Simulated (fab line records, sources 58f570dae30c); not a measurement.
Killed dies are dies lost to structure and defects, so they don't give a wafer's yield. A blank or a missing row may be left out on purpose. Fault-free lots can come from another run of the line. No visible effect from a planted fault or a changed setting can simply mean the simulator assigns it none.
Which of the tools did it? ; flow berkeleyCmos170 ; at 1 step of a route of 331, 15 lots with 45 wafers sampled

WHAT EACH GAUGE READ, for each wafer
UCB170_SDANNEAL_RS_MEAS_03: measurement is done with a four-point probe. Usual: NSD_RS 37.25 ohm/sq, standard deviation 0.078.
lot;measured;on;NSD_RS (ohm/sq);flag
L180;day 8 10:05;filmMetro-04;37.21 37.20 37.28;
L182;day 8 19:52;filmMetro-02;37.39 37.24 37.28;
L185;day 8 20:23;filmMetro-04;37.29 37.29 37.34;
L183;day 8 20:25;filmMetro-02;37.25 37.32 37.25;
L184;day 8 20:57;filmMetro-02;37.31 37.24 37.27;
L181;day 8 21:08;filmMetro-04;37.36 37.36 37.40;
L187;day 9 08:44;filmMetro-03;37.17 37.21 37.12;
L186;day 9 09:23;filmMetro-04;37.36 37.26 37.32;
L188;day 9 09:46;filmMetro-03;37.25 37.25 37.31;
L189;day 10 02:55;filmMetro-03;37.22 37.22 37.15;
L190;day 10 03:11;filmMetro-02;37.06 37.14 37.16;
L191;day 10 19:44;filmMetro-02;37.33 37.16 37.22;
L198;day 12 01:03;filmMetro-04;37.21 37.29 37.21;
L199;day 12 01:04;filmMetro-03;37.23 37.29 37.20;
L197;day 12 01:18;filmMetro-02;37.10 37.31 37.25;

WHAT TOOL EACH LOT RAN ON (gives the tool, then ch and the chambers of the sampled wafers, and finally the start)
The record shows no process step preceding these readings.

WHAT THE TOOLS THEMSELVES READ (means of the sampled wafers that have a number; where no wafer has one, the mark that the record gives instead)
The record holds no such reading with a usual standard deviation.

THE ANSWER, worked out from the rows above alone
Rule: take the mean of a lot's wafers that have a number; if it is more than 3 standard deviations from the usual mean, the lot is off. Also off: a lot with no number at a reading for which 4 or more lots have one. The other lots that the step has rows for count as sound. Order of review: gauges by route order, followed by the tools' own readings, for which a lot's mean as printed above is used. At the first step where some lot is off, the reading lying furthest off is the one used; lots without a number count as furthest.
No lot is off on any of the readings shown, so nothing can be concluded from this.

WHAT THE SIMULATOR HAD PUT IN
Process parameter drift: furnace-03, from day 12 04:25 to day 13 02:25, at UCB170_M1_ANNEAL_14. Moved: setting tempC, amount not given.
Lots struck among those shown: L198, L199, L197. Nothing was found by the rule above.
